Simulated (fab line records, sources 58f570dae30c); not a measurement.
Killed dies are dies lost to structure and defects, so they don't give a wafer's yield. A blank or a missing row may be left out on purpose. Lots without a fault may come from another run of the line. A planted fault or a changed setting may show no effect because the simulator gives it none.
One fault seen from 2 desks | flow berkeley_cmos170 | each desk has only its own numbers; what lay behind them comes last

THE METROLOGY DESK
What the gauges read, lot by lot, whatever tool the lot ran on: means of the sampled wafers that have a number. A lot is out of limits, marked OUT, if its mean lies more than 4 standard deviations from the usual mean; the brackets give that distance.
Columns: A = V1_OVL at UCB170_V1_OVL_MEAS_13, usual 4 nm
lot  | first seen here | A
L988 | day 8 19:20     | 5
L990 | day 9 07:14     | 8
L991 | day 9 09:09     | 0
L992 | day 9 10:00     | 4
L993 | day 9 22:18     | 5
L994 | day 9 22:34     | 5
L999 | day 11 02:22    | 11
L102 | day 11 20:04    | 4
L105 | day 12 04:34    | 6
L107 | day 12 04:50    | -6
L106 | day 12 06:40    | 5
L108 | day 12 22:35    | 4
This desk's finding: nothing out of limits on any of the 12 lots.

THE TOOL OWNER'S DESK: rie_metal-04
The tool's own readings at UCB170_M1_METAL_ETCH_12 (etches Al in Cl2/BCl3, stops on PSG, target depth 780 nm, time 130 s): means of the sampled wafers that have a number, for each lot that ran on this tool. A lot is out of limits, marked OUT, if its mean lies more than 4 standard deviations from the usual mean; the brackets give that distance.
Columns: A = drypump_motor_current_A at UCB170_M1_METAL_ETCH_12, usual 5.7 A; B = oes_product_au at UCB170_M1_METAL_ETCH_12, usual 0.852 a.u.; C = run_length_s at UCB170_M1_METAL_ETCH_12, usual 158.5 s; D = throttle_valve_pct at UCB170_M1_METAL_ETCH_12, usual 24.34 %
lot  | first seen here | A   | B               | C               | D
L991 | day 9 04:45     | 5.9 | 0.868           | 159.0           | 24.22
L994 | day 9 17:12     | 5.9 | 0.852           | 159.2           | 24.21
L998 | day 10 21:04    | 5.9 | 0.997 (+11) OUT | 116.3 (-70) OUT | 24.21
L101 | day 11 13:13    | 5.9 | 1.000 (+11) OUT | 116.6 (-70) OUT | 24.20
This desk's finding: out of limits on L101, L998; first on L998, day 10 21:04 (oes_product_au at UCB170_M1_METAL_ETCH_12). In limits: L991, L994.

PUT TOGETHER
The tool owner's desk could have raised an alarm at day 10 21:04, on L101, L998.
The metrology desk saw nothing out of limits.
The metrology desk has no number on record for L101, L998.
Of the lots named, all ran UCB170_M1_METAL_ETCH_12 on rie_metal-04.

WHAT THE SIMULATOR HAD PUT IN
Process parameter drift: rie_metal-04, from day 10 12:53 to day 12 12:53, at UCB170_M1_METAL_ETCH_12. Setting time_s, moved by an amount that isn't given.
Lots struck among those shown: L101, L998.
Hours from the fault's start to each desk's first reading out of limits: the tool owner's desk, 8.
